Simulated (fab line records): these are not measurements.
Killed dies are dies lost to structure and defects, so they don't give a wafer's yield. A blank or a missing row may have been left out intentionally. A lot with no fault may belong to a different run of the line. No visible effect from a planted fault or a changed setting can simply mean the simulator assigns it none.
A lot that was struck, set against a sound lot    flow berkeley_cmos170    14 steps out of a route of 331
Sound: the wafers L377.2, L377.5, L377.6. The struck wafers were L371.2, L371.3, L371.5. The cause is given at the end.
Order at every step that has rows: each side's tool, ch and its chambers, its first start. Under that, the readings that differ: sound wafers    struck wafers    difference of the means    sigmas: that difference in standard deviations of wafers without a fault.
alike: words and numbers the same on both sides, and readings whose means are apart by under 2 such deviations; not compared: readings that were withheld, readings missing a value for some wafer, numbers with overlapping values and no deviation given by the record, and bounds like >300 which may hide the same value.
The two part at a step that has a row with sigmas, a row that says differs or no value, or rows on one side only. Numbers that don't overlap but have no deviation are shown without sigmas and don't part them. A reading that every wafer of one side lacks parts them only if that side has two wafers or more.

UCB170_M1_CD_MEAS_90: target cd 700 nm.
  sound on cd_sem-01 at day 12 21:28; struck on cd_sem-01 at day 11 09:17
  alike: cd_nm
then, 1 step without rows for these wafers: UCB170_M1_ANNEAL_14 (time 1200 s).
UCB170_V1_CVD_00: deposits SiO2 from TEOS/O2, target thk 2000 nm, time 250 s.
  sound on pecvd-03 ch 1,2, day 12 23:07; struck on pecvd-01 ch 0,2, day 11 11:49
  alike: heater_power_w
UCB170_V1_THK_MEAS_01:
  sound on film_metro-04 at day 12 23:17; struck on film_metro-02 at day 11 11:59
  alike: V1_TEOS_THK
UCB170_V1_CMP_02: polishes SiO2.
  sound on cmp-02 ch 0,1,2, day 13 00:13; struck on cmp-01 ch 1,2,3, day 11 12:02
  alike: motor_current_A
UCB170_V1_BOW_MEAS_03:
  sound on film_metro-02 at day 13 00:23; struck on film_metro-04 at day 11 12:21
  alike: V1_BOW
UCB170_V1_THK_MEAS_04:
  sound on film_metro-02 at day 13 00:30; struck on film_metro-04 at day 11 12:28
  alike: V1_POLISHED_THK
then, 5 steps without rows for these wafers: UCB170_V1_CLEAN_05 (cleans in DIW); UCB170_V1_HMDS_06 (prime time 60 s); UCB170_V1_COAT_07 (resist thk 900 nm); UCB170_V1_SOFTBAKE_08 (time 60 s); UCB170_V1_EXPOSE_09 (exposes mask VIA1, target cd 700 nm).
UCB170_V1_PEB_10:
  struck on litho_track-01, day 11 14:41; sound on litho_track-03 ch 0, day 13 04:18
  no value came back on the struck wafers for chill_plate_temp_C (C), exhaust_pa (Pa), resist_line_temp_C (C); on the sound wafers chill_plate_temp_C (C) reads 23.04 22.82 22.70
then, 1 step without rows for these wafers: UCB170_V1_DEVELOP_11 (develop time 45 s).

== WHERE THEY PART ==
UCB170_V1_PEB_10 only, going by this record.

WHY: what had been put in by the simulator
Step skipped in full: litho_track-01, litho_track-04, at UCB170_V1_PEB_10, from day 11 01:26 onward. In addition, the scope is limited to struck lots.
